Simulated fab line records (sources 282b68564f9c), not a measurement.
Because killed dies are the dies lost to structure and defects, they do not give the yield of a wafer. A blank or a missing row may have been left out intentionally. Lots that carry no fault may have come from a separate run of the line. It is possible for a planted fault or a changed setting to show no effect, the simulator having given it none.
The tool behind it: which one? ; flow ritCmos ; 15 lots, 45 wafers sampled, at 2 steps of a route of 202

## WHAT THE GAUGES SHOWED, per wafer
RIT_GATE_CD_MEAS_90: target cd 150 nm. Usual: cdNm at 149 nm, with a standard deviation of 3.1.
lot;measured;on;cdNm (nm);flag
L389;day 2 14:53;cdSem-02;150 148 147;
L391;day 3 01:26;cdSem-02;145 148 147;
L392;day 3 05:27;cdSem-01;149 151 149;
L393;day 3 11:59;cdSem-02;149 150 149;
L394;day 3 19:49;cdSem-01;150 149 151;
L396;day 4 01:13;cdSem-02;153 155 154;
L397;day 4 11:25;cdSem-01;141 143 143;
L398;day 4 11:44;cdSem-02;153 157 155;
L403;day 5 12:01;cdSem-01;149 150 148;
L405;day 6 02:01;cdSem-02;- - -;OFF
L406;day 6 08:10;cdSem-02;- - -;OFF
L407;day 6 11:37;cdSem-01;- - -;OFF
L408;day 6 13:04;cdSem-02;150 152 151;
L410;day 7 03:53;cdSem-01;152 150 150;
L411;day 7 08:36;cdSem-02;148 148 146;

## EACH LOT AND THE TOOL THAT RAN IT (in order: tool; ch and the chambers of the sampled wafers; start)
lot;RIT_GATE_ETCH_19
L389;rieSi-02 ch 0,1, day 2 14:34
L391;rieSi-02 ch 0,1,2, day 3 01:09
L392;rieSi-01 ch 1,3, day 3 05:10
L393;rieSi-02 ch 1,3, day 3 11:41
L394;rieSi-01 ch 0,1,3, day 3 19:31
L396;rieSi-01 ch 1,2,3, day 4 00:55
L397;rieSi-02 ch 0,2, day 4 11:08
L398;rieSi-01 ch 2,3, day 4 11:25
L403;rieSi-02 ch 0,1,2, day 5 11:44
L405;rieSi-02 ch 1,3, day 6 01:43
L406;rieSi-01 ch 0,1,3, day 6 07:52
L407;rieSi-02 ch 0,2, day 6 11:20
L408;rieSi-01 ch 1,2, day 6 12:43
L410;rieSi-01 ch 1,3, day 7 03:37
L411;rieSi-02 ch 1,2,3, day 7 08:17
- RIT_GATE_ETCH_19: etches poly-Si in SF6/CHF3/O2, stops on SiO2, time 165 s, target depth 312.5 nm.

## WHAT THE TOOLS THEMSELVES READ (means of the sampled wafers that have a number; where no wafer has one, the mark that the record gives instead)
RIT_GATE_ETCH_19. Usual: CHF3_flow_sccm 30.02 sccm, standard deviation 0.084; O2_flow_sccm 4.999 sccm, standard deviation 0.013; chamberPressureMTorr 40.00 mTorr, standard deviation 0.031; drypumpMotorCurrentA 5.7 A, standard deviation 0.5; oesProductAu 0.848 a.u., standard deviation 0.0095; throttleValvePct 10.29 %, standard deviation 0.14.
lot;tool;CHF3_flow_sccm (sccm);O2_flow_sccm (sccm);chamberPressureMTorr (mTorr);drypumpMotorCurrentA (A);oesProductAu (a.u.);throttleValvePct (%);flag
L389;rieSi-02;30.02;4.991;40.02;5.8;0.839;10.35;
L391;rieSi-02;30.10;5.011;39.99;5.9;0.841;10.24;
L392;rieSi-01;29.98;4.999;40.01;5.2;0.849;10.25;
L393;rieSi-02;30.05;4.986;40.00;5.3;0.845;10.22;
L394;rieSi-01;30.04;5.003;40.00;5.6;0.843;10.30;
L396;rieSi-01;30.06;5.001;40.00;5.5;0.850;10.36;
L397;rieSi-02;29.99;4.995;40.01;6.2;0.845;10.27;
L398;rieSi-01;30.01;4.996;40.01;5.2;0.850;10.33;
L403;rieSi-02;30.01;5.008;40.03;5.9;0.852;10.24;
L405;rieSi-02;-;-;-;-;-;-;OFF
L406;rieSi-01;-;-;-;-;-;-;OFF
L407;rieSi-02;-;-;-;-;-;-;OFF
L408;rieSi-01;29.92;4.993;39.98;5.8;0.859;10.46;
L410;rieSi-01;30.08;4.993;40.00;5.5;0.851;10.27;
L411;rieSi-02;30.05;5.017;40.01;5.6;0.850;10.17;

## THE ANSWER, worked out from the rows above alone
Rule: take the mean of a lot's wafers that have a number; if it is more than 3 standard deviations from the usual mean, the lot is off. Also off: a lot with no number at a reading for which 4 or more lots have one. Where the step has rows for the other lots, those lots are counted as sound. After the gauges, taken in route order, come the tools' own readings; for these a lot's mean is taken, as printed above. At the first step where some lot is off, the reading lying furthest off is the one used; lots without a number count as furthest.
Off: L405, L406, L407, at RIT_GATE_CD_MEAS_90 (cdNm). Without a number there: L405, L406, L407.
A tool fits if, at a process step before that reading, it ran every lot that is off, and no sound lot after the first of them. The gauges at RIT_GATE_CD_MEAS_90 aren't tried: what is off there is off at RIT_GATE_ETCH_19 too, on other tools, and a gauge's error can't cause that. None of those tried fits.

## WHAT THE SIMULATOR HAD PUT IN
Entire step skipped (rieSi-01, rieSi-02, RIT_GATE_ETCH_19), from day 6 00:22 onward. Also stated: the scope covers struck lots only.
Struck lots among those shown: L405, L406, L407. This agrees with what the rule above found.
